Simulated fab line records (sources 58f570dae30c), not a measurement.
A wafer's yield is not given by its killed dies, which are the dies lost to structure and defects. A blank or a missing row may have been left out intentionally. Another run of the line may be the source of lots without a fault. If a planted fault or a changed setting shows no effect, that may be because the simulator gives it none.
Which tool was responsible? + flow berkeley_cmos170 + 7 lots, 21 wafers sampled, at 2 steps of a route of 331

WHAT THE GAUGES SHOWED, per wafer
UCB170_CONTACT_OVL_MEAS_16.
| lot  | measured     | on         | CONTACT_OVL (nm) |
|------|--------------|------------|------------------|
| L265 | day 7 22:26  | overlay-02 | -1 -2 -2         |
| L269 | day 8 06:15  | overlay-02 | -5 2 4           |
| L272 | day 8 08:55  | overlay-02 | -131 -125 -124   |
| L271 | day 8 12:57  | overlay-02 | -124 -119 -129   |
| L278 | day 10 05:51 | overlay-02 | -5 3 15          |
| L286 | day 11 22:00 | overlay-02 | 5 -1 2           |
| L288 | day 12 13:08 | overlay-01 | 3 1 0            |

TOOL THAT RAN EACH LOT (tool first, then ch and the chambers of the sampled wafers, then the start)
| lot  | UCB170_CONTACT_EXPOSE_12          |
|------|-----------------------------------|
| L265 | krf_scanner-02 ch 0, day 7 21:53  |
| L269 | krf_scanner-02 ch 0, day 8 05:44  |
| L272 | krf_scanner-02 ch 0, day 8 08:27  |
| L271 | krf_scanner-02 ch 0, day 8 12:26  |
| L278 | krf_scanner-01 ch 0, day 10 05:20 |
| L286 | krf_scanner-01 ch 0, day 11 21:31 |
| L288 | krf_scanner-01 ch 0, day 12 12:28 |
- UCB170_CONTACT_EXPOSE_12: exposes mask CONT, target cd 700 nm.

THE ANSWER, worked out from the rows above alone
Rule: the usual values come from the lots themselves. The widest of any qualifying gaps counts: lots, ordered by their means at a reading, are off when they make up no more than a third of the lots, leave a main group of 4 or more, and stand apart from it by 3 or more times the standard deviation of that group's means. The tables above print the reading to a certain number of digits; a main group whose means all agree to those digits is not used. Also off: a lot with no number at a reading for which 4 or more lots have one. All remaining lots with rows at the step are treated as sound.
Off: L272, L271, at UCB170_CONTACT_OVL_MEAS_16 (CONTACT_OVL). The main group has a mean of 1 nm with a standard deviation of 2.
A tool fits if, at a process step before that reading, it ran every lot that is off, and no sound lot after the first of them. Those tools and the gauges at UCB170_CONTACT_OVL_MEAS_16 are tried in the same way. One candidate fits, namely krf_scanner-02 at UCB170_CONTACT_EXPOSE_12. A fault onset in the window from L269 (day 8 05:44, its last sound lot) to L272 (day 8 08:27, its first lot off) fits.

WHAT THE SIMULATOR PUT IN
Scanner matching overlay: krf_scanner-02, from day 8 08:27 on, at UCB170_CONTACT_EXPOSE_12. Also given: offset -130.
Struck lots among those shown: L272, L271. The rule above reached the same finding.
